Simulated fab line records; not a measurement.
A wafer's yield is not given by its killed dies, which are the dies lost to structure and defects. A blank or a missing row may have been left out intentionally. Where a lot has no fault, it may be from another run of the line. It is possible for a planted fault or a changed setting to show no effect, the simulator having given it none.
Struck lot and sound lot, side by side	flow rit_cmos	18 steps out of a route of 202
Sound: wafers L564.1, L564.3, L564.4. Wafers L578.2, L578.4, L578.5 were the ones struck. At the end, the cause is stated.
At each step with rows: each side's tool, then ch and its chambers, then its first start. Under that, the readings that differ: sound wafers	struck wafers	difference of the means	sigmas: that difference in standard deviations of wafers without a fault.
alike: readings whose means differ by less than 2 such deviations, and words and numbers that are the same on both sides. not compared: withheld readings, readings that some wafer has no value for, bounds like >300 that may hide the same value, and numbers for which the record gives no deviation and whose values overlap.
Wherever a step has rows on one side only, a row that says differs or no value, or a row with sigmas, the two part there. Numbers that don't overlap but have no deviation are shown without sigmas and don't part them. A reading that every wafer of one side lacks parts them only if that side has two wafers or more.

RIT_SDANNEAL_RS_MEAS_07: the measuring method here is four-point-probe.
  struck on film_metro-04, day 7 15:29; sound on film_metro-04, day 4 18:38
  alike: NLDD_RS
then, 1 step without rows for these wafers: RIT_SILICIDE_WET_ETCH_00 (etches SiO2 in BOE, target depth 14 nm, time 15 s).
RIT_SILICIDE_SPUTTER_01: material Ti, target thk 30 nm, time 240 s.
  struck on pvd_sputter-02, day 7 15:36; sound on pvd_sputter-01, day 4 18:46
  alike: throttle_valve_pct
RIT_SILICIDE_RS_MEAS_02: the measuring method here is four-point-probe.
  struck on film_metro-03, day 7 15:46; sound on film_metro-02, day 4 18:55
  alike: SILICIDE_TI_RS
RIT_SILICIDE_THK_MEAS_03: measures by xrf.
  struck on film_metro-03, day 7 15:53; sound on film_metro-02, day 4 19:02
  alike: SILICIDE_TI_THK
RIT_SILICIDE_RTA_04: time 10 s, ramp up 5 s, ramp down 5 s.
  sound on rtp_anneal-02 ch 0, day 4 19:06; struck on rtp_anneal-02 ch 0, day 7 15:56
  alike: anneal_temp_c_max, wafer_temp_C_max
then, 1 step without rows for these wafers: RIT_SILICIDE_WET_ETCH_05 (etches Ti in SPM, time 120 s).
RIT_SILICIDE_RTA_06: time 10 s, ramp up 5 s, ramp down 10 s.
  sound on rtp_anneal-01 ch 0, day 4 19:13; struck on rtp_anneal-01 ch 0, day 7 16:03
  alike: anneal_temp_c_max, wafer_temp_C_max
RIT_CONTACT_CVD_00: deposits SiO2 from TEOS, target thk 400 nm, time 61 s.
  sound on pecvd-02 ch 0,2, day 4 19:16; struck on pecvd-04 ch 1,2, day 7 16:07
  alike: heater_power_w
  not compared: since_wet_clean_h
RIT_CONTACT_THK_MEAS_01:
  struck on film_metro-01, day 7 16:10; sound on film_metro-04, day 4 19:21
  alike: CONTACT_TEOS_THK
then, 2 steps without rows for these wafers: RIT_CONTACT_HMDS_02 (prime time 60 s); RIT_CONTACT_COAT_03 (resist thk 1000 nm).
RIT_CONTACT_SOFTBAKE_04: time 60 s.
  sound on litho_track-04 ch 0, day 4 19:43; struck on litho_track-04 ch 0, day 7 16:32
reading	sound	struck	difference	sigmas
heater_power_total_W (W)	34.55 34.58 34.62	33.29 33.17 33.19	-1.37	-28
plate_temp_C (C)	90.00 89.99 89.97	87.41 87.32 87.61	-2.54	-21
  alike: chill_plate_temp_C
then, 2 steps without rows for these wafers: RIT_CONTACT_EXPOSE_05 (exposes mask M11, target cd 1000 nm); RIT_CONTACT_PEB_06.
RIT_CONTACT_DEVELOP_07: develop time 120 s.
  sound on litho_track-01 ch 0; struck on litho_track-02 ch 0
reading	sound	struck	difference	sigmas
model.NOVOLAK_of_CONTACT_COAT_03.thk_nm (nm)	1001 1003 1000	1005 1007 1008	+5	
  alike: chill_plate_temp_C
RIT_CONTACT_CD_MEAS_08: the cd target is 1000 nm.
  struck on cd_sem-01, day 7 17:15; sound on cd_sem-01, day 4 20:30
reading	sound	struck	difference	sigmas
cd_nm (nm)	995.8 996.0 996.8	1002.1 1002.7 1002.2	+6.1	+2
RIT_M1_PROBE_99:
  struck on prober-01, day 7 22:35; sound on prober-02, day 5 02:05
  alike: killed_at_front_end, killed_dies, killed_on_rim, killed_open, killed_short

== WHERE THEY PART ==
Earliest at RIT_CONTACT_SOFTBAKE_04; latest, in this record, at RIT_CONTACT_CD_MEAS_08. Later steps at which nothing parts them and some readings are alike: RIT_M1_PROBE_99.

WHY: whatever the simulator had introduced
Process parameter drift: litho_track-04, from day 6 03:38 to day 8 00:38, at RIT_CONTACT_SOFTBAKE_04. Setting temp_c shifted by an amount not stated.
